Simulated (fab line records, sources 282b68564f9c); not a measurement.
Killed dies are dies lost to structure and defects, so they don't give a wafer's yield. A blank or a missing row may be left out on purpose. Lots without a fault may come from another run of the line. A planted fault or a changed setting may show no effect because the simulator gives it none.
Which tool did it? | flow rit_cmos | 14 lots, 42 wafers sampled, at 2 steps of a route of 202

WHAT THE GAUGES READ, wafer by wafer
The record holds no reading of a measuring or inspecting step that can be judged against a usual standard deviation.

WHICH TOOL RAN EACH LOT (tool, then ch and the chambers of the sampled wafers, then the start)
lot  | RIT_CONTACT_STRIP_12                | RIT_M1_PROBE_99
L934 | plasma_asher-04 ch 0,1, day 3 09:39 | prober-02, day 3 14:24
L935 | plasma_asher-04 ch 0,1, day 3 13:48 | prober-01, day 3 18:32
L936 | plasma_asher-03 ch 0,1, day 3 20:30 | prober-02, day 4 01:25
L937 | plasma_asher-02 ch 0, day 4 04:04   | prober-01, day 4 08:49
L939 | plasma_asher-02 ch 0,1, day 4 12:13 | prober-02, day 4 17:05
L938 | plasma_asher-04 ch 0,1, day 4 13:44 | prober-01, day 4 18:41
L940 | plasma_asher-04 ch 0,1, day 4 15:28 | prober-02, day 4 20:17
L941 | plasma_asher-02 ch 0,1, day 4 22:19 | prober-01, day 5 03:09
L943 | plasma_asher-04 ch 0,1, day 5 09:50 | prober-01, day 5 14:38
L945 | plasma_asher-03 ch 0,1, day 5 16:43 | prober-01, day 5 21:31
L948 | plasma_asher-04 ch 0,1, day 6 07:07 | prober-02, day 6 12:10
L949 | plasma_asher-04 ch 0,1, day 6 11:26 | prober-01, day 6 16:23
L955 | plasma_asher-02 ch 1, day 7 17:33   | prober-01, day 7 22:16
L957 | plasma_asher-02 ch 0,1, day 8 02:26 | prober-01, day 8 07:22
- RIT_CONTACT_STRIP_12: strips in O2, time 180 s.
- RIT_M1_PROBE_99

WHAT THE TOOLS THEMSELVES READ (means of the sampled wafers that have a number; where no wafer has one, the mark that the record gives instead)
RIT_CONTACT_STRIP_12.
lot  | tool            | drypump_motor_current_A (A)
L934 | plasma_asher-04 | 5.2
L935 | plasma_asher-04 | 5.2
L936 | plasma_asher-03 | 5.9
L937 | plasma_asher-02 | 5.7
L939 | plasma_asher-02 | 5.8
L938 | plasma_asher-04 | 5.3
L940 | plasma_asher-04 | 5.3
L941 | plasma_asher-02 | 5.8
L943 | plasma_asher-04 | 5.2
L945 | plasma_asher-03 | 5.9
L948 | plasma_asher-04 | 5.3
L949 | plasma_asher-04 | 5.4
L955 | plasma_asher-02 | 5.9
L957 | plasma_asher-02 | 5.8

RIT_M1_PROBE_99.
lot  | tool      | killed_at_contacts | killed_at_front_end | killed_dies | killed_on_rim | killed_open | killed_short
L934 | prober-02 | 0.0                | 11                  | 11          | 4.0           | 5.3         | 5.3
L935 | prober-01 | 0.0                | 4                   | 4           | 1.3           | 2.3         | 2.0
L936 | prober-02 | 0.0                | 9                   | 9           | 2.7           | 4.0         | 5.0
L937 | prober-01 | 0.0                | 6                   | 6           | 2.0           | 3.3         | 2.7
L939 | prober-02 | 0.3                | 6                   | 7           | 1.3           | 4.0         | 2.7
L938 | prober-01 | 0.0                | 8                   | 8           | 2.7           | 4.0         | 3.7
L940 | prober-02 | 0.3                | 9                   | 9           | 3.7           | 4.0         | 5.3
L941 | prober-01 | 0.0                | 4                   | 4           | 0.3           | 2.0         | 2.3
L943 | prober-01 | 0.3                | 9                   | 9           | 1.7           | 4.3         | 5.0
L945 | prober-01 | 0.0                | 7                   | 7           | 1.3           | 4.0         | 3.3
L948 | prober-02 | 7.0                | 7                   | 14          | 3.7           | 4.0         | 2.7
L949 | prober-01 | 8.3                | 6                   | 14          | 2.7           | 2.3         | 3.3
L955 | prober-01 | 0.0                | 11                  | 11          | 4.0           | 6.7         | 4.0
L957 | prober-01 | 0.0                | 7                   | 7           | 2.0           | 3.0         | 4.0

THE ANSWER, worked out from the rows above alone
Rule: what is usual is taken from the lots themselves. Put in order of their means at a reading, lots are off if they are a third of the lots or fewer, leave a main group of 4 or more, and stand apart from it by a gap of 3 or more times the standard deviation of the main group's means; of several such gaps the widest counts. A main group whose means are all the same, to the digits that the tables above print for the reading, isn't used. A lot without any number at a reading at which 4 lots or more have one is off too. The other lots that the step has rows for count as sound. The gauges are gone through in route order, then the tools' own readings, and for those a lot's mean is taken as printed above. The first step at which some lot is off is used, and at that step the reading that is off furthest; a lot without a number counts as furthest.
Off: L948, L949, at RIT_M1_PROBE_99 (killed_at_contacts). The main group: mean 0.1, standard deviation 0.13.
A tool fits if, at that step or a process step before it, it ran every lot that is off, and no sound lot after the first of them. One fits: plasma_asher-04 at RIT_CONTACT_STRIP_12. Its last sound lot is L943 (day 5 09:50), its first lot that is off L948 (day 6 07:07): a fault that began between those two fits.

WHAT THE SIMULATOR HAD PUT IN
Chamber particle source: plasma_asher-04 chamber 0, from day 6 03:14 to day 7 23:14, at RIT_CONTACT_STRIP_12. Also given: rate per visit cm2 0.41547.
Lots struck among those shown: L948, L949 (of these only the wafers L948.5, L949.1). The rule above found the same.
